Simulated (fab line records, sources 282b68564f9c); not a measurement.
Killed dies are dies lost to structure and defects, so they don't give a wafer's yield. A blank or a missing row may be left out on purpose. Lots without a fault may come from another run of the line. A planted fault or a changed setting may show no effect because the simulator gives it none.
Which tool did it? | flow rit_cmos | 14 lots, 42 wafers sampled, at 2 steps of a route of 202

WHAT THE GAUGES READ, wafer by wafer
The record holds no reading of a measuring or inspecting step that can be judged against a usual standard deviation.

WHICH TOOL RAN EACH LOT (tool, then ch and the chambers of the sampled wafers, then the start)
lot  | RIT_PSD_HMDS_00                  | RIT_M1_PROBE_99
L924 | litho_track-01 ch 0, day 3 05:14 | -
L926 | litho_track-01 ch 0, day 3 15:10 | -
L929 | litho_track-04 ch 0, day 4 06:56 | -
L930 | litho_track-03 ch 0, day 4 07:59 | -
L932 | litho_track-04 ch 0, day 4 16:10 | prober-01, day 5 01:45
L933 | litho_track-04 ch 0, day 4 22:23 | prober-02, day 5 07:49
L934 | litho_track-04 ch 0, day 5 05:30 | prober-01, day 5 15:20
L935 | litho_track-03 ch 0, day 5 08:11 | -
L936 | litho_track-03 ch 0, day 5 12:40 | -
L937 | litho_track-03 ch 0, day 5 16:17 | -
L943 | litho_track-04 ch 0, day 6 23:07 | -
L944 | litho_track-04 ch 0, day 7 04:28 | -
L945 | litho_track-03 ch 0, day 7 10:54 | -
L946 | litho_track-03 ch 0, day 7 15:28 | -
- RIT_PSD_HMDS_00: prime time 60 s.
- RIT_M1_PROBE_99

WHAT THE TOOLS THEMSELVES READ (means of the sampled wafers that have a number; where no wafer has one, the mark that the record gives instead)
RIT_PSD_HMDS_00. Usual: prime_temp_c 140.01 C, standard deviation 0.14.
lot  | tool           | prime_temp_c (C) | flag
L924 | litho_track-01 | 139.99           |
L926 | litho_track-01 | 140.08           |
L929 | litho_track-04 | 140.10           |
L930 | litho_track-03 | 139.94           |
L932 | litho_track-04 | 140.06           |
L933 | litho_track-04 | 140.18           |
L934 | litho_track-04 | 140.07           |
L935 | litho_track-03 | 139.98           |
L936 | litho_track-03 | 140.12           |
L937 | litho_track-03 | 139.96           |
L943 | litho_track-04 | 139.00           | OFF
L944 | litho_track-04 | 138.86           | OFF
L945 | litho_track-03 | 140.20           |
L946 | litho_track-03 | 139.65           |

RIT_M1_PROBE_99. Usual: killed_at_contacts 0.2, standard deviation 0.38; killed_at_front_end 6.7, standard deviation 3; killed_dies 6.9, standard deviation 3; killed_open 3.5, standard deviation 1.9; killed_short 3.3, standard deviation 2.
lot  | tool      | killed_at_contacts | killed_at_front_end | killed_dies | killed_open | killed_short | flag
L932 | prober-01 | 0.7                | 4.7                 | 5.3         | 2.0         | 2.7          |
L933 | prober-02 | 0.0                | 9.0                 | 9.0         | 5.0         | 4.0          |
L934 | prober-01 | 0.0                | 5.0                 | 5.0         | 3.0         | 2.0          |

THE ANSWER, worked out from the rows above alone
Rule: a lot is off if the mean of its wafers that have a number lies more than 3 standard deviations from the usual mean. A lot without any number at a reading at which 4 lots or more have one is off too. The other lots that the step has rows for count as sound. The gauges are gone through in route order, then the tools' own readings, and for those a lot's mean is taken as printed above. The first step at which some lot is off is used, and at that step the reading that is off furthest; a lot without a number counts as furthest.
Off: L943, L944, at RIT_PSD_HMDS_00 (prime_temp_c).
A tool fits if, at that step or a process step before it, it ran every lot that is off, and no sound lot after the first of them. One fits: litho_track-04 at RIT_PSD_HMDS_00. Its last sound lot is L934 (day 5 05:30), its first lot that is off L943 (day 6 23:07): a fault that began between those two fits.
The tool's own readings at RIT_PSD_HMDS_00 bear it out: on the lots that are off they differ by more than 5 times the standard deviation of the sound lots' means. prime_temp_c reads 138.93 C there against 140.03 C on the sound lots.

WHAT THE SIMULATOR HAD PUT IN
Process parameter drift: litho_track-04, from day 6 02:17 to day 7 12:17, at RIT_PSD_HMDS_00. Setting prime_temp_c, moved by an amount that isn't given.
Lots struck among those shown: L943, L944. The rule above found the same.
